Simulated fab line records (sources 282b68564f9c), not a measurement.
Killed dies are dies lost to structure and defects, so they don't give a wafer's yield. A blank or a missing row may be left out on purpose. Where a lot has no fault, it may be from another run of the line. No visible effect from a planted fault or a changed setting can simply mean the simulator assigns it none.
Problem report, 8D (eight disciplines) form, completed by code ; flow rit-cmos ; the parts of the form that need people (team, actions taken, sign-off) are left out

1. THE PROBLEM
Mean SPACER_NITRIDE_THK at RIT_SPACER_THK_MEAS_04: 216.0 nm over 9 wafers in 3 lots; fault-free wafers: 249.2 nm, standard deviation 2.2. Relative to the usual mean, that is a shift of -15 standard deviations.
First seen on wafer L314.2, day 4 02:07, on film-metro-04. The record has a number at this step for 45 wafers belonging to 15 lots. Rule for "out", or "out of limits": more than 4 standard deviations from the usual mean. Any other wafer with a number is counted as sound.

2. WHAT IT IS, WHAT IT ISN'T
question;is;is not
which readings at this step;SPACER_NITRIDE_THK;-
which lots;L314, L315, L316;L309, L310, L311, L313, L325, L326, L327, L328, L329, L330, L331, L332
which wafers of those lots;all that have a number;-
read on which gauges;film-metro-01, film-metro-02, film-metro-04;-
when;from day 4 02:07;"up to then (12 sound wafers); but 24 sound wafers of L325, L326, L327, L328, L329, L330, L331, L332 came after"

3. THE SUSPECTS, EACH WITH WHAT RULES IT OUT
Counting: any tool at a process step up to the reading is kept as a suspect provided that every lot that is out went through it and no sound lot did after the first of them.
- the gauge at RIT_SPACER_THK_MEAS_04 has been ruled out. The wafers that are out were read on 3 gauges (film-metro-01, film-metro-02, film-metro-04).
- lpcvd-01 at RIT_SPACER_CVD_03 (deposits Si3N4 from SiH2Cl2/NH3, target thk 250 nm, time 3300 s): ruled out as a lasting fault. The sound lots L327 went through it after L314, its earliest lot that is out (day 4 00:11).
Left after counting: nothing in the record.

4. THE CAUSE (what the simulator had put in)
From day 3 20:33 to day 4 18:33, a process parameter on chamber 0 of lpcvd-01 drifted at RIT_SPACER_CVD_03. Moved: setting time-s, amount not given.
The count ruled it out by mistake, since the rule takes a fault to strike every lot its tool runs from the start of the fault on, and this one did not do so.

5. THE EFFECT CHAIN, in route order
One row per reading whose mean, taken over the struck wafers that have a number, lies over 3 standard deviations from the usual. Only readings whose record carries a usual standard deviation are examined. hours: median over the lots of the time between each lot's start at the first step of this table that gives one and its start at this step. sigmas: the change, counted in usual standard deviations.
hours;step;reading;usual;on struck wafers;change;sigmas
0;RIT_SPACER_THK_MEAS_04;SPACER_NITRIDE_THK;249.2 nm;216.0;-33.2;-15
0;RIT_SPACER_ETCHBACK_05;oes-product-au;0.845 a.u.;0.762;-0.083;-7.6
Process steps it contains:
- RIT_SPACER_ETCHBACK_05: etches Si3N4 in SF6/CHF3, stops on SiO2, target depth 250 nm, time 240 s.

6. HOW IT WOULD HAVE BEEN CAUGHT EARLIER
The first out-of-limits reading at a measuring or inspecting step in this record came at day 4 02:07, 6 hours after the fault's start at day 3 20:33.
